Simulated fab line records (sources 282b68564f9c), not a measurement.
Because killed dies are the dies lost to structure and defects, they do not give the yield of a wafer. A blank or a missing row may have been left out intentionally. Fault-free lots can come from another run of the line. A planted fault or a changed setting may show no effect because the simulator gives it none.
A lot that was struck, set against a sound lot ; flow rit cmos ; 27 out of 202 route steps
Sound: wafers L699.3, L699.4, L699.6. Wafers L689.2, L689.4, L689.5 were the ones struck. The cause is given at the end.
Order at every step that has rows: each side's tool, ch and its chambers, its first start. Under that, the readings that differ: sound wafers ; struck wafers ; difference of the means ; sigmas: that difference in standard deviations of wafers without a fault.
alike: words and numbers the same on both sides, and readings whose means are apart by under 2 such deviations; not compared: readings that were withheld, readings missing a value for some wafer, numbers with overlapping values and no deviation given by the record, and bounds like >300 which may hide the same value.
The two part at a step that has a row with sigmas, a row that says differs or no value, or rows on one side only. When numbers do not overlap yet have no deviation, they are printed without sigmas and do not part them. Lack of a reading on every wafer of one side parts them only where that side has two or more wafers.

RIT_ACTIVE_BOW_MEAS_00:
  sound: film metro-04 at day 4 13:02; struck: film metro-03 at day 2 11:01
  alike: INCOMING_BOW
then, 1 step without rows for these wafers: RIT_ACTIVE_OXIDATION_01 (target thk 46.8 nm, ox time 3360 s).
RIT_ACTIVE_THK_MEAS_02:
  sound: film metro-02 at day 4 15:04; struck: film metro-03 at day 2 13:04
  alike: ACTIVE_OXIDE_THK
RIT_ACTIVE_CVD_03: deposits Si3N4 from SiH2Cl2/NH3, target thk 150 nm, time 1500 s.
  sound on lpcvd-02 ch 1, day 4 15:07; struck on lpcvd-01 ch 0, day 2 13:07
reading;sound;struck;difference;sigmas
nh3 flow sccm (sccm);149.7 149.7 149.7;119.7 120.3 119.9;-29.7;-66
zone power source pct (%);22.2 22.2 22.2;18.1 18.0 17.8;-4.2;-3
model.Si3N4_of_ACTIVE_CVD_03.thk nm (nm);147.7 148.5 147.5;130.1 131.6 131.1;-17.0;
RIT_ACTIVE_THK_MEAS_04:
  sound: film metro-03 at day 4 16:33; struck: film metro-04 at day 2 14:32
reading;sound;struck;difference;sigmas
ACTIVE_NITRIDE_THK (nm);147.7 148.5 147.5;130.3 131.5 131.1;-16.9;-9
then, 6 steps without rows for these wafers: RIT_ACTIVE_HMDS_05 (prime time 60 s); RIT_ACTIVE_COAT_06 (resist thk 1000 nm); RIT_ACTIVE_SOFTBAKE_07 (time 60 s); RIT_ACTIVE_EXPOSE_08 (exposes mask M1, target cd 1400 nm); RIT_ACTIVE_PEB_09; RIT_ACTIVE_DEVELOP_10 (develop time 50 s).
RIT_ACTIVE_CD_MEAS_11: target cd 1400 nm.
  sound: cd sem-01 at day 4 17:29; struck: cd sem-01 at day 2 15:35
  alike: cd nm
then, 1 step without rows for these wafers: RIT_ACTIVE_HARDBAKE_12 (time 60 s).
RIT_ACTIVE_ETCH_13: etches Si3N4 in SF6, stops on SiO2, time 210 s, target depth 210 nm.
  sound on rie diel-02 ch 0,1,3, day 4 17:43; struck on rie diel-02 ch 0,2,3, day 2 15:50
reading;sound;struck;difference;sigmas
oes product au (a.u.);0.825 0.801 0.799;0.773 0.757 0.746;-0.050;-5
model.ACTIVE.feature depth nm (nm);149.1 149.6 148.9;131.4 131.7 132.2;-17.4;
model.etch.depth nm (nm);147.7 148.5 147.5;130.1 131.6 131.1;-17.0;
  alike: chamber pressure mTorr, drypump motor current A, throttle valve pct
  not compared: rf hours counter h
RIT_ACTIVE_STRIP_14: strips in O2, time 180 s.
  sound on plasma asher-03 ch 0,1, day 4 17:54; struck on plasma asher-04 ch 0,1, day 2 15:58
  alike: chamber pressure mTorr, drypump motor current A
  not compared: rf hours counter h
RIT_ACTIVE_CD_MEAS_90: target cd 1400 nm.
  sound: cd sem-01 at day 4 18:04; struck: cd sem-02 at day 2 16:10
  alike: cd nm
then, 4 steps without rows for these wafers: RIT_ACTIVE_CLEAN_15 (cleans in SC1, time 600 s); RIT_ACTIVE_CLEAN_16 (cleans in dHF, time 30 s); RIT_ACTIVE_CLEAN_17 (cleans in SC2, time 600 s); RIT_FOX1_OXIDATION_00 (target thk 350.7 nm, ox time 1130 s).
RIT_FOX1_THK_MEAS_01:
  sound: film metro-02 at day 4 19:55; struck: film metro-01 at day 2 17:58
  alike: FOX1_OXIDE_THK
then, 2 steps without rows for these wafers: RIT_FOX1_WET_ETCH_02 (etches SiO2 in BOE, target depth 350 nm, time 390 s); RIT_FOX2_OXIDATION_00 (target thk 350.7 nm, ox time 1130 s).
RIT_FOX2_THK_MEAS_01:
  sound: film metro-01 at day 4 21:25; struck: film metro-01 at day 2 19:28
  alike: FOX2_OXIDE_THK
RIT_FOX2_CLEAN_02: cleans in dHF, time 180 s.
  sound on wet bench-01 ch 3, day 4 21:28; struck on wet bench-04 ch 3, day 2 19:31
reading;sound;struck;difference;sigmas
model.Si3N4_of_ACTIVE_CVD_03.thk nm (nm);128.5 129.2 128.2;110.8 112.3 111.8;-17.0;
then, 1 step without rows for these wafers: RIT_FOX2_WET_ETCH_03 (etches Si3N4 in H3PO4, target depth 195 nm, time 2700 s).
RIT_M1_PROBE_99:
  sound: prober-01 at day 6 15:01; struck: prober-01 at day 4 10:27
reading;sound;struck;difference;sigmas
model.etest.nldd.width nm (nm);3180 3197 3193;3151 3148 3177;-31;
model.etest.pldd.width nm (nm);3184 3200 3197;3161 3167 3151;-34;
  alike: killed_at_M0_to_M3, killed at contacts, killed at front end, killed dies, killed open, killed short

WHERE THEY PART
Last at RIT_ACTIVE_ETCH_13 as far as this record goes, first at RIT_ACTIVE_CVD_03. Later steps at which nothing parts them and some readings are alike: RIT_ACTIVE_STRIP_14, RIT_ACTIVE_CD_MEAS_90, RIT_FOX1_THK_MEAS_01, RIT_FOX2_THK_MEAS_01, RIT_M1_PROBE_99.

WHY: the cause the simulator had injected
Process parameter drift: lpcvd-01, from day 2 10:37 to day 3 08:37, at RIT_ACTIVE_CVD_03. Setting nh3 flow sccm shifted by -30 from 150. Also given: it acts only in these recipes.
